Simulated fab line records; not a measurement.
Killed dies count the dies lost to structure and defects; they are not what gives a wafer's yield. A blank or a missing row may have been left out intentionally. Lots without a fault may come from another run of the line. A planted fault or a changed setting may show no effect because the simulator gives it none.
The tool behind it: which one? :: flow ritCmos :: 15 lots with 45 wafers sampled at 5 steps, on a route of 202 steps

== WHAT THE GAUGES READ, wafer by wafer ==
RIT_ACTIVE_BOW_MEAS_00. Usual: INCOMING_BOW typically reads -1 um, with standard deviation 6.3.
lot: L175
measured: day 1 10:01
on: filmMetro-02
INCOMING_BOW (um): 4 -9 3
flag: 

lot: L176
measured: day 1 15:02
on: filmMetro-03
INCOMING_BOW (um): 5 4 2
flag: 

lot: L177
measured: day 1 20:00
on: filmMetro-02
INCOMING_BOW (um): -13 -12 5
flag: 

lot: L178
measured: day 2 01:01
on: filmMetro-01
INCOMING_BOW (um): -5 -2 8
flag: 

lot: L179
measured: day 2 06:00
on: filmMetro-03
INCOMING_BOW (um): -2 2 -9
flag: 

lot: L183
measured: day 3 02:00
on: filmMetro-01
INCOMING_BOW (um): -15 5 4
flag: 

lot: L187
measured: day 3 22:01
on: filmMetro-02
INCOMING_BOW (um): 0 -4 -5
flag: 

lot: L189
measured: day 4 08:00
on: filmMetro-01
INCOMING_BOW (um): -6 -2 5
flag: 

lot: L190
measured: day 4 13:00
on: filmMetro-01
INCOMING_BOW (um): -13 2 6
flag: 

lot: L192
measured: day 4 23:04
on: filmMetro-01
INCOMING_BOW (um): 16 8 -9
flag: 

lot: L194
measured: day 5 09:04
on: filmMetro-03
INCOMING_BOW (um): 8 7 4
flag: 

lot: L195
measured: day 5 14:00
on: filmMetro-01
INCOMING_BOW (um): 2 3 1
flag: 

lot: L196
measured: day 5 19:00
on: filmMetro-03
INCOMING_BOW (um): -6 -4 -3
flag: 

lot: L197
measured: day 6 00:01
on: filmMetro-02
INCOMING_BOW (um): -5 3 2
flag: 

lot: L198
measured: day 6 05:00
on: filmMetro-01
INCOMING_BOW (um): -2 8 -5
flag: 

RIT_FOX2_THK_MEAS_01. Usual: FOX2_OXIDE_THK typically reads 349 nm, with standard deviation 5.8.
lot: L175
measured: day 1 20:14
on: filmMetro-01
FOX2_OXIDE_THK (nm): 350 354 342
flag: 

lot: L176
measured: day 2 01:15
on: filmMetro-02
FOX2_OXIDE_THK (nm): 351 360 350
flag: 

lot: L177
measured: day 2 11:35
on: filmMetro-02
FOX2_OXIDE_THK (nm): 520 507 515
flag: OFF

lot: L178
measured: day 2 14:25
on: filmMetro-04
FOX2_OXIDE_THK (nm): 351 344 348
flag: 

lot: L179
measured: day 2 22:11
on: filmMetro-04
FOX2_OXIDE_THK (nm): 360 360 358
flag: 

lot: L183
measured: day 3 12:52
on: filmMetro-04
FOX2_OXIDE_THK (nm): 517 513 514
flag: OFF

lot: L187
measured: day 4 09:49
on: filmMetro-02
FOX2_OXIDE_THK (nm): 524 522 529
flag: OFF

lot: L189
measured: day 4 16:49
on: filmMetro-01
FOX2_OXIDE_THK (nm): 343 337 338
flag: 

lot: L190
measured: day 4 22:11
on: filmMetro-01
FOX2_OXIDE_THK (nm): 350 349 347
flag: 

lot: L192
measured: day 5 07:21
on: filmMetro-04
FOX2_OXIDE_THK (nm): 350 340 350
flag: 

lot: L194
measured: day 5 17:38
on: filmMetro-04
FOX2_OXIDE_THK (nm): 346 341 348
flag: 

lot: L195
measured: day 5 23:26
on: filmMetro-01
FOX2_OXIDE_THK (nm): 347 342 350
flag: 

lot: L196
measured: day 6 03:26
on: filmMetro-01
FOX2_OXIDE_THK (nm): 349 350 355
flag: 

lot: L197
measured: day 6 09:26
on: filmMetro-01
FOX2_OXIDE_THK (nm): 352 352 359
flag: 

lot: L198
measured: day 6 13:19
on: filmMetro-01
FOX2_OXIDE_THK (nm): 357 355 358
flag: 

RIT_FOX2_THK_MEAS_90. Usual: FIELD_OXIDE_LEFT_1_THK typically reads 322 nm, with standard deviation 5.9.
lot: L175
measured: day 1 21:11
on: filmMetro-01
FIELD_OXIDE_LEFT_1_THK (nm): 323 326 315
flag: 

lot: L176
measured: day 2 02:07
on: filmMetro-02
FIELD_OXIDE_LEFT_1_THK (nm): 323 333 323
flag: 

lot: L177
measured: day 2 12:37
on: filmMetro-04
FIELD_OXIDE_LEFT_1_THK (nm): 492 479 488
flag: OFF

lot: L178
measured: day 2 15:17
on: filmMetro-02
FIELD_OXIDE_LEFT_1_THK (nm): 324 316 320
flag: 

lot: L179
measured: day 2 23:04
on: filmMetro-02
FIELD_OXIDE_LEFT_1_THK (nm): 332 333 331
flag: 

lot: L183
measured: day 3 14:34
on: filmMetro-02
FIELD_OXIDE_LEFT_1_THK (nm): 491 486 486
flag: OFF

lot: L187
measured: day 4 10:42
on: filmMetro-04
FIELD_OXIDE_LEFT_1_THK (nm): 497 496 502
flag: OFF

lot: L189
measured: day 4 17:42
on: filmMetro-02
FIELD_OXIDE_LEFT_1_THK (nm): 315 310 311
flag: 

lot: L190
measured: day 4 23:17
on: filmMetro-02
FIELD_OXIDE_LEFT_1_THK (nm): 323 322 321
flag: 

lot: L192
measured: day 5 08:18
on: filmMetro-01
FIELD_OXIDE_LEFT_1_THK (nm): 323 313 322
flag: 

lot: L194
measured: day 5 18:31
on: filmMetro-01
FIELD_OXIDE_LEFT_1_THK (nm): 319 314 321
flag: 

lot: L195
measured: day 6 00:19
on: filmMetro-04
FIELD_OXIDE_LEFT_1_THK (nm): 319 315 324
flag: 

lot: L196
measured: day 6 04:19
on: filmMetro-04
FIELD_OXIDE_LEFT_1_THK (nm): 322 322 328
flag: 

lot: L197
measured: day 6 10:23
on: filmMetro-04
FIELD_OXIDE_LEFT_1_THK (nm): 326 325 332
flag: 

lot: L198
measured: day 6 14:11
on: filmMetro-04
FIELD_OXIDE_LEFT_1_THK (nm): 329 328 330
flag: 

RIT_FOX2_THK_MEAS_91. Usual: FIELD_OXIDE_LEFT_2_THK typically reads 253 nm, with standard deviation 6.
lot: L175
measured: day 2 10:13
on: filmMetro-04
FIELD_OXIDE_LEFT_2_THK (nm): 256 259 248
flag: 

lot: L176
measured: day 2 16:10
on: filmMetro-04
FIELD_OXIDE_LEFT_2_THK (nm): 255 265 255
flag: 

lot: L177
measured: day 3 04:05
on: filmMetro-01
FIELD_OXIDE_LEFT_2_THK (nm): 424 412 420
flag: OFF

lot: L178
measured: day 3 07:20
on: filmMetro-04
FIELD_OXIDE_LEFT_2_THK (nm): 256 248 252
flag: 

lot: L179
measured: day 3 12:24
on: filmMetro-01
FIELD_OXIDE_LEFT_2_THK (nm): 265 265 263
flag: 

lot: L183
measured: day 4 04:56
on: filmMetro-04
FIELD_OXIDE_LEFT_2_THK (nm): 421 416 416
flag: OFF

lot: L187
measured: day 5 02:12
on: filmMetro-04
FIELD_OXIDE_LEFT_2_THK (nm): 430 428 434
flag: OFF

lot: L189
measured: day 5 05:59
on: filmMetro-02
FIELD_OXIDE_LEFT_2_THK (nm): 246 241 242
flag: 

lot: L190
measured: day 5 11:56
on: filmMetro-01
FIELD_OXIDE_LEFT_2_THK (nm): 255 254 253
flag: 

lot: L192
measured: day 5 21:33
on: filmMetro-04
FIELD_OXIDE_LEFT_2_THK (nm): 255 245 254
flag: 

lot: L194
measured: day 6 06:58
on: filmMetro-04
FIELD_OXIDE_LEFT_2_THK (nm): 251 247 252
flag: 

lot: L195
measured: day 6 12:34
on: filmMetro-01
FIELD_OXIDE_LEFT_2_THK (nm): 252 247 256
flag: 

lot: L196
measured: day 6 16:29
on: filmMetro-01
FIELD_OXIDE_LEFT_2_THK (nm): 254 254 260
flag: 

lot: L197
measured: day 6 22:34
on: filmMetro-01
FIELD_OXIDE_LEFT_2_THK (nm): 257 257 264
flag: 

lot: L198
measured: day 7 02:43
on: filmMetro-02
FIELD_OXIDE_LEFT_2_THK (nm): 262 260 262
flag: 

== WHAT TOOL EACH LOT RAN ON (gives the tool, then ch and the chambers of the sampled wafers, and finally the start) ==
lot: L175
RIT_FOX2_OXIDATION_00: furnace-01 ch 0, day 1 18:55

lot: L176
RIT_FOX2_OXIDATION_00: furnace-03 ch 0, day 1 23:55

lot: L177
RIT_FOX2_OXIDATION_00: furnace-04 ch 0, day 2 07:28

lot: L178
RIT_FOX2_OXIDATION_00: furnace-04 ch 0, day 2 13:05

lot: L179
RIT_FOX2_OXIDATION_00: furnace-01 ch 0, day 2 20:53

lot: L183
RIT_FOX2_OXIDATION_00: furnace-01 ch 0, day 3 10:04

lot: L187
RIT_FOX2_OXIDATION_00: furnace-01 ch 0, day 4 06:28 and furnace-03 ch 0, day 4 08:29

lot: L189
RIT_FOX2_OXIDATION_00: furnace-04 ch 0, day 4 15:31

lot: L190
RIT_FOX2_OXIDATION_00: furnace-03 ch 0, day 4 20:52

lot: L192
RIT_FOX2_OXIDATION_00: furnace-04 ch 0, day 5 06:01

lot: L194
RIT_FOX2_OXIDATION_00: furnace-04 ch 0, day 5 16:17

lot: L195
RIT_FOX2_OXIDATION_00: furnace-03 ch 0, day 5 22:08

lot: L196
RIT_FOX2_OXIDATION_00: furnace-03 ch 0, day 6 02:07

lot: L197
RIT_FOX2_OXIDATION_00: furnace-03 ch 0, day 6 08:07

lot: L198
RIT_FOX2_OXIDATION_00: furnace-01 ch 0, day 6 12:00
- RIT_FOX2_OXIDATION_00: target thk 350.7 nm, ox time 1130 s.

== WHAT THE TOOLS THEMSELVES READ (means of the sampled wafers that have a number; where no wafer has one, the mark that the record gives instead) ==
The record holds no such reading with a usual standard deviation.

== THE ANSWER, worked out from the rows above alone ==
Rule: a lot is off if the mean of its wafers that have a number lies more than 3 standard deviations from the usual mean. Also off: a lot with no number at a reading for which 4 or more lots have one. Any other lot the step has rows for is counted as sound. After the gauges, taken in route order, come the tools' own readings; for these a lot's mean is taken, as printed above. At the first step where some lot is off, the reading lying furthest off is the one used; lots without a number count as furthest.
Off: L177, L183, L187, at RIT_FOX2_THK_MEAS_01 (FOX2_OXIDE_THK).
A tool fits if, at a process step before that reading, it ran every lot that is off, and no sound lot after the first of them. Gauges at RIT_FOX2_THK_MEAS_01: tried the same way as those tools. Of those tried, none fits.

== WHAT THE SIMULATOR HAD INSERTED ==
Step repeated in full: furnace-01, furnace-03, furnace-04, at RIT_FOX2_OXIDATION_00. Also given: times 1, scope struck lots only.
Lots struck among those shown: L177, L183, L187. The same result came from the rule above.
